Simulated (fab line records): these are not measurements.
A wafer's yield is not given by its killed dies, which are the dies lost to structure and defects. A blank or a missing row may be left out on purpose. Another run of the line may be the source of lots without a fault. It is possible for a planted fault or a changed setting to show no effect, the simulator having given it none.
Split-lot experiment    flow rit-cmos    23 wafers read from 5 lots, route of 202 steps

THE SPLIT
At RIT_PSD_IMPLANT_08, the setting energy-kev was moved away from the recipe's 27 on 6 of the 23 wafers read, by -5.9% to -3.3%. This setting was run at the recipe's value on the other wafers.

FROM THE SPLIT TO THE READING: what the file shows between them, 3 steps
- RIT_PSD_STRIP_09: strips in O2, time 180 s
- RIT_SDANNEAL_CLEAN_02: cleans in SC2, time 600 s
- RIT_SDANNEAL_RTA_03: time 5 s

THE READING
Measured at RIT_SDANNEAL_RS_MEAS_04 by four-point probe: PSD_RS, in ohm/sq. A value of 115.86 ohm/sq with a standard deviation of 0.25 ohm/sq is what fault-free wafers of this fab line usually give.

wafer   tool, chamber at the split  energy-kev as run  against the recipe  PSD_RS, ohm/sq  against lot-mates on the recipe
L074.1  implanter-04, 0             27                 recipe              115.53          -
L074.4  implanter-04, 0             27                 recipe              115.82          -
L074.5  implanter-04, 0             27                 recipe              115.38          -
L076.1  implanter-03, 0             27                 recipe              115.85          -
L076.2  implanter-03, 0             27                 recipe              115.60          -
L076.4  implanter-03, 0             27                 recipe              116.01          -
L076.5  implanter-03, 0             27                 recipe              115.85          -
L076.6  implanter-03, 0             27                 recipe              116.01          -
L077.1  implanter-03, 0             27                 recipe              115.83          -
L077.2  implanter-03, 0             26.11              -3.3%               117.81          +2.06
L077.3  implanter-03, 0             26.11              -3.3%               117.69          +1.94
L077.4  implanter-03, 0             27                 recipe              115.67          -
L077.5  implanter-03, 0             26.11              -3.3%               118.00          +2.25
L079.1  implanter-01, 0             27                 recipe              115.88          -
L079.3  implanter-01, 0             27                 recipe              116.01          -
L079.4  implanter-01, 0             27                 recipe              116.09          -
L079.5  implanter-01, 0             27                 recipe              116.40          -
L079.6  implanter-01, 0             27                 recipe              116.01          -
L083.1  implanter-01, 0             25.42              -5.9%               119.17          +3.26
L083.2  implanter-01, 0             27                 recipe              115.79          -
L083.3  implanter-01, 0             25.42              -5.9%               119.83          +3.92
L083.4  implanter-01, 0             27                 recipe              116.03          -
L083.5  implanter-01, 0             25.42              -5.9%               119.66          +3.75

FIT RESULTS
A straight line over all 23 wafers: PSD_RS changes by -0.623 ohm/sq for each +1% of energy-kev; r = -0.98; the points scatter about the line by 0.24 ohm/sq.
The same after taking each lot's own level away (the mean of its wafers on the recipe; 23 wafers): -0.625 ohm/sq for each +1%; r = -0.99; scatter 0.18 ohm/sq.
According to that fit, moving energy-kev by its largest amount changes the reading by 3.7 ohm/sq.
Measured against the standard deviation above, the lots' own levels, which go from 115.577 to 116.078 ohm/sq, span 2.0 times it.
The two slopes are in agreement: the lot-to-lot level therefore moves the slope only a little.
Check: +3.79 ohm/sq against its lot-mates is what the line predicts for one of the wafers moved furthest among these (-5.9%) when that wafer is left out of the fit. Against them it came out at +3.26 ohm/sq.

THE OTHER SPLITS THESE WAFERS WENT THROUGH
Note: prior to the reading, these wafers also went through further splits. Each is held against what the fit with the lots' levels taken away leaves over:
other split on the same wafers  wafers away from the commonest value  r with PSD_RS (lot level and that fit taken away)
RIT_NSD_SOFTBAKE_02 temp-c      5                                     +0.28

THE WHOLE CHAIN: every reading that the file lists as answering this split, in the file's order
step                     what it does                  reading                                                          change (the file's fit)                 r (the file's)
RIT_PSD_IMPLANT_08                                     implant.rp-nm (the simulator's own value, which no gauge read)   +0.178 nm for each +1% of the setting   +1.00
RIT_PSD_IMPLANT_08                                     implant.drp-nm (the simulator's own value, which no gauge read)  +0.0855 nm for each +1% of the setting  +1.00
RIT_SDANNEAL_RS_MEAS_04  measures by four-point-probe  PSD_RS                                                           -0.625 for each +1% of the setting      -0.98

THE FILE'S OWN FIT
PSD_RS changes by -0.625 ohm/sq for each +1% of energy-kev, r = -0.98.
